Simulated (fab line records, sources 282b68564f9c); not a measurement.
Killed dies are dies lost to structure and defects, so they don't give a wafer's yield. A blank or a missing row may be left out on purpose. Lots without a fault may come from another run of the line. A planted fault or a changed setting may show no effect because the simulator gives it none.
Split-lot experiment | flow rit_cmos | 5 lots, 23 wafers read, on a route of 202 steps

THE SPLIT
At RIT_NLDD_IMPLANT_08, the setting energy_kev was moved away from the recipe's 20 on 5 of the 23 wafers read, by +2.8% to +5.6%. The other wafers ran this setting at the recipe's value.

The reading is taken at the split's own step.

THE READING
implant.drp_nm (the simulator's own value, which no gauge read), in nm, at RIT_NLDD_IMPLANT_08. The file gives no usual value for it.

wafer  | tool, chamber at the split | energy_kev as run | against the recipe | implant.drp_nm, nm | against lot-mates on the recipe
L075.1 | implanter-01, 0            | 20                | recipe             | 12.97              | -
L075.2 | implanter-01, 0            | 20                | recipe             | 12.97              | -
L075.3 | implanter-01, 0            | 20                | recipe             | 12.97              | -
L075.5 | implanter-01, 0            | 20                | recipe             | 12.97              | -
L075.6 | implanter-01, 0            | 20                | recipe             | 12.97              | -
L076.1 | implanter-04, 0            | 20                | recipe             | 12.97              | -
L076.3 | implanter-04, 0            | 20                | recipe             | 12.97              | -
L076.6 | implanter-04, 0            | 20                | recipe             | 12.97              | -
L077.1 | implanter-01, 0            | 21.13             | +5.6%              | 13.41              | +0.44
L077.5 | implanter-01, 0            | 21.13             | +5.6%              | 13.41              | +0.44
L077.6 | implanter-01, 0            | 21.13             | +5.6%              | 13.41              | +0.44
L077.3 | implanter-01, 0            | 20                | recipe             | 12.97              | -
L077.4 | implanter-01, 0            | 20                | recipe             | 12.97              | -
L080.1 | implanter-04, 0            | 20                | recipe             | 12.97              | -
L080.2 | implanter-04, 0            | 20                | recipe             | 12.97              | -
L080.3 | implanter-04, 0            | 20                | recipe             | 12.97              | -
L080.4 | implanter-04, 0            | 20                | recipe             | 12.97              | -
L080.6 | implanter-04, 0            | 20                | recipe             | 12.97              | -
L084.1 | implanter-01, 0            | 20                | recipe             | 12.97              | -
L084.4 | implanter-01, 0            | 20                | recipe             | 12.97              | -
L084.6 | implanter-01, 0            | 20                | recipe             | 12.97              | -
L084.2 | implanter-01, 0            | 20.55             | +2.8%              | 13.18              | +0.21
L084.5 | implanter-01, 0            | 20.55             | +2.8%              | 13.18              | +0.21

THE FIT
A straight line over all 23 wafers: implant.drp_nm changes by +0.0777 nm for each +1% of energy_kev; r = +1.00; the points scatter about the line by 0.0012 nm.
The same after taking each lot's own level away (the mean of its wafers on the recipe; 23 wafers): +0.0777 nm for each +1%; r = +1.00; scatter 0.0012 nm.
On that fit, the largest move of energy_kev shifts the reading by 0.44 nm.
The lots' own levels span 12.970 to 12.970 nm.
So the lot-to-lot level changes the slope little: the two slopes agree.
Check: with one of the wafers moved furthest among these (+5.6%) left out of the fit, the line predicts +0.438 nm for it against its lot-mates. It came out at +0.44 nm against them.

OTHER SPLITS ON THESE WAFERS
These wafers also went through other splits before the reading. Each is held against what the fit with the lots' levels taken away leaves over:
other split on the same wafers | wafers away from the commonest value | r with implant.drp_nm (lot level and that fit taken away)
RIT_GATE_EXPOSE_13 dose_mj     | 9                                    | -0.32
RIT_GATE_STRIP_20 o2_flow_sccm | 8                                    | +0.24

THE WHOLE CHAIN: every reading that the file lists as answering this split, in the file's order
step                | what it does | reading                                                         | change (the file's fit)                | r (the file's)
RIT_NLDD_IMPLANT_08 |              | implant.rp_nm (the simulator's own value, which no gauge read)  | +0.187 nm for each +1% of the setting  | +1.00
RIT_NLDD_IMPLANT_08 |              | implant.drp_nm (the simulator's own value, which no gauge read) | +0.0775 nm for each +1% of the setting | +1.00

THE FILE'S OWN FIT
implant.drp_nm changes by +0.0775 nm for each +1% of energy_kev, r = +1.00.
